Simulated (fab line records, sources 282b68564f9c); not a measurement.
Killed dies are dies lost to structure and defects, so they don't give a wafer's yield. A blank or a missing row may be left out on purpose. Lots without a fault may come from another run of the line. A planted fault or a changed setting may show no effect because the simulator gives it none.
One fault seen from 2 desks | flow rit_cmos | each desk has only its own numbers; what lay behind them comes last

THE TOOL OWNER'S DESK: implanter-04
The tool's own readings at RIT_NWELL_IMPLANT_08: means of the sampled wafers that have a number, for each lot that ran on this tool. A lot is out of limits, marked OUT, if its mean lies more than 4 standard deviations from the usual mean; the brackets give that distance.
Columns: A = beam_on_s at RIT_NWELL_IMPLANT_08, usual 9.99 s; B = end_station_pressure_torr at RIT_NWELL_IMPLANT_08, usual 5.08e-06 Torr; C = faraday_current_uA at RIT_NWELL_IMPLANT_08, usual 156
lot  | first seen here | A               | B        | C
L998 | day 2 11:49     | 10.02           | 5.10e-06 | 156
L999 | day 2 16:39     | 9.92            | 5.06e-06 | 158
L107 | day 4 08:41     | 8.03 (-9.3) OUT | 5.34e-06 | 194 (+12) OUT
L108 | day 4 13:37     | 7.98 (-9.6) OUT | 5.10e-06 | 196 (+12) OUT
This desk's finding: out of limits on L107, L108; first on L107, day 4 08:41 (beam_on_s at RIT_NWELL_IMPLANT_08). In limits: L998, L999.

THE METROLOGY DESK
What the gauges read, lot by lot, whatever tool the lot ran on: means of the sampled wafers that have a number. A lot is out of limits, marked OUT, if its mean lies more than 4 standard deviations from the usual mean; the brackets give that distance.
Columns: A = NWELL_TW at RIT_NWELL_TW_MEAS_10, usual 2158; B = NWELL_RS at RIT_WELLDRIVE_RS_MEAS_01, usual 278.1 ohm/sq
lot  | first seen here | A              | B
L996 | day 2 03:11     | 2164           | 278.1
L997 | day 2 07:24     | 2162           | 277.6
L998 | day 2 12:08     | 2165           | 277.7
L999 | day 2 16:56     | 2161           | 277.8
L100 | day 2 21:55     | 2157           | 277.0
L103 | day 3 13:25     | 2162           | 279.1
L107 | day 4 08:59     | 1999 (-14) OUT | 320.0 (+56) OUT
L108 | day 4 13:57     | 2022 (-12) OUT | 318.1 (+53) OUT
L112 | day 5 11:39     | 2154           | 278.8
L113 | day 5 15:45     | 2163           | 278.2
L114 | day 5 19:46     | 2157           | 278.5
L115 | day 6 00:56     | 2162           | 278.1
L117 | day 6 12:20     | 2160           | 279.2
L118 | day 6 17:33     | 2162           | 278.1
This desk's finding: out of limits on L107, L108; first on L107, day 4 08:59 (NWELL_TW at RIT_NWELL_TW_MEAS_10). In limits: L996, L997, L998, L999, L100, L103, L112, L113, L114, L115, L117, L118.

PUT TOGETHER
The tool owner's desk could have raised an alarm at day 4 08:41, on L107, L108.
The metrology desk could have raised an alarm at day 4 08:59, on L107, L108.
Of the lots named, all ran RIT_NWELL_IMPLANT_08 on implanter-04.

WHAT THE SIMULATOR HAD PUT IN
Process parameter drift: implanter-04, from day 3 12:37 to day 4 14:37, at RIT_NWELL_IMPLANT_08. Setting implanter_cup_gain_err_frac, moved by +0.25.
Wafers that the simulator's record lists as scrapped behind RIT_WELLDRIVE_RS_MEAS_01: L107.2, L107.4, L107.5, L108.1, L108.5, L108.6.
Lots struck among those shown: L107, L108.
Hours from the fault's start to each desk's first reading out of limits: the tool owner's desk, 20; the metrology desk, 20.
